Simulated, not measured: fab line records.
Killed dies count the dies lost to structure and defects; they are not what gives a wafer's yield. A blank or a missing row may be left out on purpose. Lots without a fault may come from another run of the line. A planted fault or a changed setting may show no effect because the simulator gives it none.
A struck lot beside a sound one -- flow rit cmos -- 43 steps out of a route of 202
Sound: these wafers, L225.1, L225.2, L225.3. Wafers struck: L231.1, L231.2, L231.3. The cause is named last.
At each step with rows: each side's tool, then ch and its chambers, then its first start. Under that, the readings that differ: sound wafers -- struck wafers -- difference of the means -- sigmas: that difference in standard deviations of wafers without a fault.
alike: readings with means less than 2 such deviations apart, plus words and numbers identical on both sides. not compared: withheld readings, readings lacking a value on some wafer, bounds such as >300 that could conceal the same value, and numbers that have no deviation in the record and whose values overlap.
A row with sigmas, a row that says differs or no value, or rows on one side alone: a step with any of these is where the two part. Numbers that have no deviation but don't overlap get no sigmas and don't part them. Lack of a reading on every wafer of one side parts them only where that side has two or more wafers.

first, 3 steps without rows for these wafers: RIT_SDANNEAL_CLEAN_01 (cleans in dHF, time 30 s); RIT_SDANNEAL_CLEAN_02 (cleans in SC2, time 600 s); RIT_SDANNEAL_RTA_03 (time 5 s).
RIT_SDANNEAL_RS_MEAS_04: measures by four-point-probe.
  struck on film metro-04, day 5 02:13; sound on film metro-01, day 3 16:15
  alike: PSD_RS
RIT_SDANNEAL_RS_MEAS_05: measures by four-point-probe.
  struck on film metro-04, day 5 02:20; sound on film metro-01, day 3 16:22
  alike: NSD_RS
RIT_SDANNEAL_RS_MEAS_06: measures by four-point-probe.
  struck on film metro-04, day 5 02:27; sound on film metro-01, day 3 16:29
  alike: PLDD_RS
RIT_SDANNEAL_RS_MEAS_07: measures by four-point-probe.
  struck on film metro-04, day 5 02:34; sound on film metro-01, day 3 16:37
  alike: NLDD_RS
then, 2 steps without rows for these wafers: RIT_SILICIDE_WET_ETCH_00 (etches SiO2 in BOE, target depth 14 nm, time 15 s); RIT_SILICIDE_SPUTTER_01 (material Ti, target thk 30 nm, time 240 s).
RIT_SILICIDE_RS_MEAS_02: measures by four-point-probe.
  struck on film metro-03, day 5 02:51; sound on film metro-02, day 3 16:53
  alike: SILICIDE_TI_RS
RIT_SILICIDE_THK_MEAS_03: measures by xrf.
  struck on film metro-03, day 5 02:58; sound on film metro-02, day 3 17:01
  alike: SILICIDE_TI_THK
RIT_SILICIDE_RTA_04: time 10 s, ramp up 5 s, ramp down 5 s.
  sound on rtp anneal-02 ch 0, day 3 17:04; struck on rtp anneal-02 ch 0, day 5 03:02
  alike: wafer_temp_C_max
RIT_SILICIDE_WET_ETCH_05: etches Ti in SPM, time 120 s.
  sound on wet bench-01 ch 2, day 3 17:08; struck on wet bench-04 ch 1, day 5 03:06
  alike: bath heat duty pct
RIT_SILICIDE_RTA_06: time 10 s, ramp up 5 s, ramp down 10 s.
  sound on rtp anneal-01 ch 0, day 3 17:11; struck on rtp anneal-01 ch 0, day 5 03:08
  alike: wafer_temp_C_max
RIT_CONTACT_CVD_00: deposits SiO2 from TEOS, target thk 400 nm, time 61 s.
  sound on pecvd-04 ch 0,1,2, day 3 17:15; struck on pecvd-03 ch 0,1,2, day 5 03:13
reading,sound,struck,difference,sigmas
since wet clean h (h),1402 1402 1402,654 654 654,-748,
  alike: heater power w
RIT_CONTACT_THK_MEAS_01:
  struck on film metro-01, day 5 03:16; sound on film metro-02, day 3 17:18
  alike: CONTACT_TEOS_THK
then, 6 steps without rows for these wafers: RIT_CONTACT_HMDS_02 (prime time 60 s); RIT_CONTACT_COAT_03 (resist thk 1000 nm); RIT_CONTACT_SOFTBAKE_04 (time 60 s); RIT_CONTACT_EXPOSE_05 (exposes mask M11, target cd 1000 nm); RIT_CONTACT_PEB_06; RIT_CONTACT_DEVELOP_07 (develop time 120 s).
RIT_CONTACT_CD_MEAS_08: target cd 1000 nm.
  struck on cd sem-01, day 5 04:23; sound on cd sem-02, day 3 18:27
reading,sound,struck,difference,sigmas
cd nm (nm),1001.0 1002.6 1004.3,998.1 996.7 995.7,-5.8,-3
RIT_CONTACT_OVL_MEAS_09:
  struck on overlay-02, day 5 04:30; sound on overlay-02, day 3 18:34
  alike: CONTACT_OVL
then, 1 step without rows for these wafers: RIT_CONTACT_HARDBAKE_10 (time 60 s).
RIT_CONTACT_ETCH_11: etches SiO2 in CHF3/CF4/Ar, stops on TiSi2, target depth 480 nm, time 320 s.
  sound on rie diel-01 ch 1,2,3, day 3 18:46; struck on rie diel-02 ch 0,2,3, day 5 04:41
reading,sound,struck,difference,sigmas
rf hours counter h (h),40 146 15,6 0 6,-63,
  alike: O2_flow_sccm, drypump motor current A, mfc ar sccm, oes product au, throttle valve pct
RIT_CONTACT_STRIP_12: strips in O2, time 180 s.
  sound on plasma asher-02 ch 0,1, day 3 18:57; struck on plasma asher-01 ch 0,1, day 5 04:53
  alike: drypump motor current A
  not compared: rf hours counter h
RIT_CONTACT_CD_MEAS_90: target cd 1000 nm.
  struck on cd sem-01, day 5 05:04; sound on cd sem-01, day 3 19:08
reading,sound,struck,difference,sigmas
cd nm (nm),1001.1 1002.6 1004.1,997.9 996.3 996.0,-5.9,-3
then, 3 steps without rows for these wafers: RIT_CONTACT_CLEAN_13 (cleans in SC1, time 600 s); RIT_CONTACT_CLEAN_14 (cleans in SC2, time 600 s); RIT_M1_SPUTTER_00 (material Al, target thk 400 nm, time 500 s).
RIT_M1_RS_MEAS_01: measures by four-point-probe.
  struck on film metro-04, day 5 05:55; sound on film metro-01, day 3 19:53
  alike: M1_AL_RS
RIT_M1_THK_MEAS_02: measures by xrf.
  struck on film metro-04, day 5 06:02; sound on film metro-01, day 3 20:01
reading,sound,struck,difference,sigmas
M1_AL_THK (nm),390 395 388,409 405 404,+15,+3
then, 6 steps without rows for these wafers: RIT_M1_HMDS_03 (prime time 60 s); RIT_M1_COAT_04 (resist thk 1300 nm); RIT_M1_SOFTBAKE_05 (time 60 s); RIT_M1_EXPOSE_06 (exposes mask M12, target cd 2600 nm); RIT_M1_PEB_07; RIT_M1_DEVELOP_08 (develop time 68 s).
RIT_M1_CD_MEAS_09: target cd 2600 nm.
  struck on cd sem-01, day 5 07:14; sound on cd sem-01, day 3 20:57
  alike: cd nm
RIT_M1_OVL_MEAS_10:
  struck on overlay-02, day 5 07:22; sound on overlay-01, day 3 21:04
  alike: M1_OVL
then, 1 step without rows for these wafers: RIT_M1_HARDBAKE_11 (time 120 s).
RIT_M1_PROBE_99:
  struck on prober-02, day 5 09:53; sound on prober-01, day 3 23:37
reading,sound,struck,difference,sigmas
hold,- - -,await dispo/1.0h/release await dispo/1.0h/release await dispo/1.0h/release,no value on the sound wafers,
killed at front end,7 2 3,34 33 40,+32,+11
killed dies,7 2 3,34 33 40,+32,+11
  alike: killed at contacts, killed open, killed short

== WHERE THEY PART ==
Last at RIT_M1_PROBE_99 as far as this record goes, first at RIT_CONTACT_CD_MEAS_08.

WHY: what had been put in by the simulator
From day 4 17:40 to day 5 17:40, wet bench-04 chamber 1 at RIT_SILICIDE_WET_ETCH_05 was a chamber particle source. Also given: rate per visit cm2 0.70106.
